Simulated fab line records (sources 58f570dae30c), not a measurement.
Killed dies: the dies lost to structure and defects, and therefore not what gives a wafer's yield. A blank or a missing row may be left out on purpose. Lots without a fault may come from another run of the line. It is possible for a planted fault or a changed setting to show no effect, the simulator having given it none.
The tool behind it: which one? + flow berkeleyCmos170 + 15 lots, 45 wafers sampled, at 2 steps of a route of 331

## WHAT THE GAUGES READ, wafer by wafer
UCB170_SDANNEAL_RS_MEAS_04: measurement is done with a four-point probe. Usual: PLDD_RS gives 1031.2 ohm/sq (standard deviation 2.6).
| lot  | measured     | on           | PLDD_RS (ohm/sq)     | flag |
|------|--------------|--------------|----------------------|------|
| L211 | day 8 09:56  | filmMetro-01 | 1031.2 1031.7 1028.4 |      |
| L213 | day 8 19:30  | filmMetro-01 | 1030.5 1027.1 1030.0 |      |
| L215 | day 8 18:33  | filmMetro-03 | 1033.8 1034.8 1032.6 |      |
| L217 | day 8 21:37  | filmMetro-04 | 1034.7 1032.3 1034.4 |      |
| L218 | day 9 17:45  | filmMetro-04 | 1027.5 1029.2 1031.6 |      |
| L219 | day 9 17:33  | filmMetro-01 | 1032.1 1028.8 1028.6 |      |
| L220 | day 9 18:07  | filmMetro-01 | 1029.5 1030.0 1032.0 |      |
| L221 | day 10 03:01 | filmMetro-04 | 1030.6 1031.4 1034.8 |      |
| L223 | day 10 07:48 | filmMetro-04 | 1029.3 1028.6 1032.8 |      |
| L224 | day 10 08:04 | filmMetro-03 | 1032.2 1029.2 1031.6 |      |
| L225 | day 11 08:43 | filmMetro-03 | 1088.7 1088.5 1089.1 | OFF  |
| L226 | day 11 07:49 | filmMetro-04 | 1083.7 1086.2 1087.0 | OFF  |
| L227 | day 11 08:26 | filmMetro-04 | 1090.4 1090.4 1089.8 | OFF  |
| L228 | day 12 00:21 | filmMetro-01 | 1036.9 1032.8 1031.7 |      |
| L230 | day 12 00:40 | filmMetro-04 | 1029.1 1027.1 1026.0 |      |

## WHICH TOOL RAN EACH LOT (tool, then ch and the chambers of the sampled wafers, then the start)
| lot  | UCB170_SPACER_ANNEAL_02       |
|------|-------------------------------|
| L211 | furnace-02 ch 0, day 7 21:59  |
| L213 | furnace-01 ch 0, day 8 05:41  |
| L215 | furnace-01 ch 0, day 8 05:41  |
| L217 | furnace-02 ch 0, day 8 15:08  |
| L218 | furnace-02 ch 0, day 9 06:55  |
| L219 | furnace-02 ch 0, day 9 06:55  |
| L220 | furnace-02 ch 0, day 9 06:55  |
| L221 | furnace-04 ch 0, day 9 20:24  |
| L223 | furnace-04 ch 0, day 10 02:00 |
| L224 | furnace-04 ch 0, day 10 02:00 |
| L225 | furnace-04 ch 0, day 11 00:40 |
| L226 | furnace-04 ch 0, day 11 00:40 |
| L227 | furnace-04 ch 0, day 11 00:40 |
| L228 | furnace-01 ch 0, day 11 14:00 |
| L230 | furnace-01 ch 0, day 11 14:00 |
- UCB170_SPACER_ANNEAL_02: time 1800 s.

## WHAT THE TOOLS THEMSELVES READ (means of the sampled wafers that have a number; where no wafer has one, the mark that the record gives instead)
UCB170_SPACER_ANNEAL_02. Usual: spikeTcCentreC 902.3 C, standard deviation 0.99; spikeTcLoadC 924.1 C, standard deviation 2.8; spikeTcSourceC 923.4 C, standard deviation 1.8; tubeCenterTempC 900 C, standard deviation 0.074; tube_center_temp_C_max 902.4, standard deviation 0.41.
| lot  | tool       | spikeTcCentreC (C) | spikeTcLoadC (C) | spikeTcSourceC (C) | tubeCenterTempC (C) | tube_center_temp_C_max | flag |
|------|------------|--------------------|------------------|--------------------|---------------------|------------------------|------|
| L211 | furnace-02 | 902.5              | 926.3            | 925.1              | 900                 | 902.7                  |      |
| L213 | furnace-01 | 902.2              | 926.7            | 921.1              | 900                 | 902.2                  |      |
| L215 | furnace-01 | 901.6              | 925.9            | 920.3              | 900                 | 902.3                  |      |
| L217 | furnace-02 | 901.7              | 925.9            | 924.1              | 900                 | 901.8                  |      |
| L218 | furnace-02 | 903.0              | 925.1            | 924.9              | 900                 | 902.5                  |      |
| L219 | furnace-02 | 902.2              | 925.5            | 924.1              | 900                 | 902.4                  |      |
| L220 | furnace-02 | 902.6              | 924.7            | 924.5              | 900                 | 901.9                  |      |
| L221 | furnace-04 | 902.0              | 920.4            | 922.4              | 900                 | 902.5                  |      |
| L223 | furnace-04 | 901.7              | 920.8            | 922.6              | 900                 | 901.9                  |      |
| L224 | furnace-04 | 902.1              | 920.4            | 923.8              | 900                 | 902.1                  |      |
| L225 | furnace-04 | 885.6              | 905.2            | 908.9              | 885                 | 887.3                  | OFF  |
| L226 | furnace-04 | 887.4              | 905.5            | 909.1              | 885                 | 887.2                  | OFF  |
| L227 | furnace-04 | 887.1              | 905.0            | 908.4              | 885                 | 887.3                  | OFF  |
| L228 | furnace-01 | 902.2              | 927.1            | 920.6              | 900                 | 902.4                  |      |
| L230 | furnace-01 | 902.8              | 926.3            | 921.4              | 900                 | 902.5                  |      |

## THE ANSWER, worked out from the rows above alone
Rule: lot off if the mean of its wafers having a number is beyond 3 standard deviations from the usual mean. Also off: a lot with no number at a reading for which 4 or more lots have one. Any other lot the step has rows for is counted as sound. The gauges are gone through in route order, then the tools' own readings, and for those a lot's mean is taken as printed above. The first step at which some lot is off is used, and at that step the reading that is off furthest; a lot without a number counts as furthest.
Off: L225, L226, L227, at UCB170_SDANNEAL_RS_MEAS_04 (PLDD_RS).
If a tool, at a process step before that reading, ran all the lots that are off and no sound lot after the first of them, it fits. Not tried: the gauges at UCB170_SDANNEAL_RS_MEAS_04; whatever is off there is also off at UCB170_SPACER_ANNEAL_02, on other tools, and gauge error can't account for it. One fits: furnace-04 at UCB170_SPACER_ANNEAL_02. A fault onset in the window from L223 (day 10 02:00, its last sound lot) to L225 (day 11 00:40, its first lot off) fits.
The tool's own readings at UCB170_SPACER_ANNEAL_02 bear it out: on the lots that are off they differ by more than 5 times the standard deviation of the sound lots' means. spikeTcCentreC reads 886.7 C there against 902.2 C on the sound lots; spikeTcLoadC reads 905.2 C there against 924.6 C on the sound lots; spikeTcSourceC reads 908.8 C there against 922.9 C on the sound lots; tubeCenterTempC reads 885 C there against 900 C on the sound lots; tube_center_temp_C_max reads 887.3 there against 902.3 on the sound lots.

## WHAT THE SIMULATOR HAD PUT IN
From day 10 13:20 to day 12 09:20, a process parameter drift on furnace-04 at UCB170_SPACER_ANNEAL_02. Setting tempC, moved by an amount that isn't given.
Struck lots among those shown: L226, L227, L225. The same result came from the rule above.
